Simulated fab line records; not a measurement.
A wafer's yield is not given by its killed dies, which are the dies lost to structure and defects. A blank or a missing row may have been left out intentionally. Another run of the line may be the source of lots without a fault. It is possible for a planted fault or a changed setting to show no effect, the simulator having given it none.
Split-lot experiment | flow ritCmos | 5 lots, 27 wafers read, on a route of 202 steps

ABOUT THE SPLIT
At RIT_CONTACT_CVD_00 (deposits SiO2 from TEOS, target thk 400 nm, time 61 s), the setting timeS was moved away from the recipe's 61 s on 6 of the 27 wafers read, by -35.0% to +20.2%. All remaining wafers had this setting at the recipe value.

No step appears in the file between the split and the reading.

THE READING
At RIT_CONTACT_THK_MEAS_01: CONTACT_TEOS_THK, given in nm. On this fab line, fault-free wafers typically give 401 nm with a standard deviation of 4.9 nm.

wafer  | tool, chamber at the split | timeS as run, s | against the recipe | CONTACT_TEOS_THK, nm | against lot-mates on the recipe
L075.1 | pecvd-01, 0                | 61              | recipe             | 398                  | -
L075.2 | pecvd-01, 2                | 61              | recipe             | 399                  | -
L075.3 | pecvd-01, 1                | 61              | recipe             | 403                  | -
L075.4 | pecvd-01, 2                | 61              | recipe             | 404                  | -
L075.5 | pecvd-01, 1                | 61              | recipe             | 413                  | -
L075.6 | pecvd-01, 0                | 61              | recipe             | 405                  | -
L076.1 | pecvd-02, 1                | 61              | recipe             | 400                  | -
L076.2 | pecvd-02, 2                | 61              | recipe             | 395                  | -
L076.3 | pecvd-02, 0                | 61              | recipe             | 396                  | -
L076.4 | pecvd-02, 2                | 61              | recipe             | 404                  | -
L076.5 | pecvd-02, 0                | 61              | recipe             | 406                  | -
L076.6 | pecvd-02, 1                | 61              | recipe             | 404                  | -
L081.1 | pecvd-01, 0                | 39.68           | -35.0%             | 255                  | -141
L081.2 | pecvd-01, 1                | 61              | recipe             | 394                  | -
L081.3 | pecvd-01, 2                | 61              | recipe             | 392                  | -
L081.4 | pecvd-01, 0                | 39.68           | -35.0%             | 257                  | -139
L081.5 | pecvd-01, 1                | 39.68           | -35.0%             | 262                  | -134
L081.6 | pecvd-01, 2                | 61              | recipe             | 401                  | -
L082.1 | pecvd-02, 1                | 61              | recipe             | 400                  | -
L082.3 | pecvd-02, 0                | 61              | recipe             | 391                  | -
L082.5 | pecvd-02, 0                | 61              | recipe             | 399                  | -
L084.1 | pecvd-01, 2                | 61              | recipe             | 398                  | -
L084.2 | pecvd-01, 0                | 73.35           | +20.2%             | 481                  | +79
L084.3 | pecvd-01, 1                | 61              | recipe             | 402                  | -
L084.4 | pecvd-01, 1                | 73.35           | +20.2%             | 490                  | +88
L084.5 | pecvd-01, 0                | 61              | recipe             | 405                  | -
L084.6 | pecvd-01, 2                | 73.35           | +20.2%             | 490                  | +88

THE FIT
A straight line over all 27 wafers: CONTACT_TEOS_THK changes by +4.13 nm for each +1% of timeS; r = +1.00; the points scatter about the line by 5.1 nm.
The same after taking each lot's own level away (the mean of its wafers on the recipe; 27 wafers): +4.01 nm for each +1%; r = +1.00; scatter 4.5 nm.
On that fit, the largest move of timeS shifts the reading by 1.4e+02 nm.
From 395.7 to 403.7 nm: that is the span of the lots' own levels, equal to 1.6 times the standard deviation above.
The two slopes are in agreement: the lot-to-lot level therefore moves the slope only a little.
Check: -139 nm against its lot-mates is what the line predicts for one of the wafers moved furthest among these (-35.0%) when that wafer is left out of the fit. Against them it came out at -141 nm.

FURTHER SPLITS ON THESE WAFERS
Other splits were also applied to these wafers ahead of the reading. Each is held against what the fit with the lots' levels taken away leaves over:
other split on the same wafers     | wafers away from the commonest value | r with CONTACT_TEOS_THK (lot level and that fit taken away)
RIT_ACTIVE_CVD_03 timeS            | 12                                   | -0.16
RIT_FOX2_OXIDATION_00 oxTimeS      | 21                                   | -0.18
RIT_PRETRO_DEVELOP_05 developTimeS | 6                                    | +0.11
RIT_SPACER_ETCHBACK_05 timeS       | 6                                    | +0.00

THE WHOLE CHAIN: every reading that the file lists as answering this split, in the file's order
step                    | what it does                                                                | reading                                                                       | change (the file's fit)              | r (the file's)
RIT_CONTACT_CVD_00      | deposits SiO2 from TEOS, target thk 400 nm, time 61 s                       | SiO2_of_CONTACT_CVD_00.thkNm (the simulator's own value, which no gauge read) | +4.01 nm for each +1% of the setting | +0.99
RIT_CONTACT_THK_MEAS_01 |                                                                             | CONTACT_TEOS_THK                                                              | +4.02 for each +1% of the setting    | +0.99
RIT_CONTACT_ETCH_11     | etches SiO2 in CHF3/CF4/Ar, stops on TiSi2, target depth 480 nm, time 320 s | etch.depthNm (the simulator's own value, which no gauge read)                 | +3.88 nm for each +1% of the setting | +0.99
RIT_CONTACT_ETCH_11     | etches SiO2 in CHF3/CF4/Ar, stops on TiSi2, target depth 480 nm, time 320 s | CONTACT.featureDepthNm (the simulator's own value, which no gauge read)       | +3.88 nm for each +1% of the setting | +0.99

FILE'S OWN FIT
CONTACT_TEOS_THK changes by +4.02 nm for each +1% of timeS, r = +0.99.
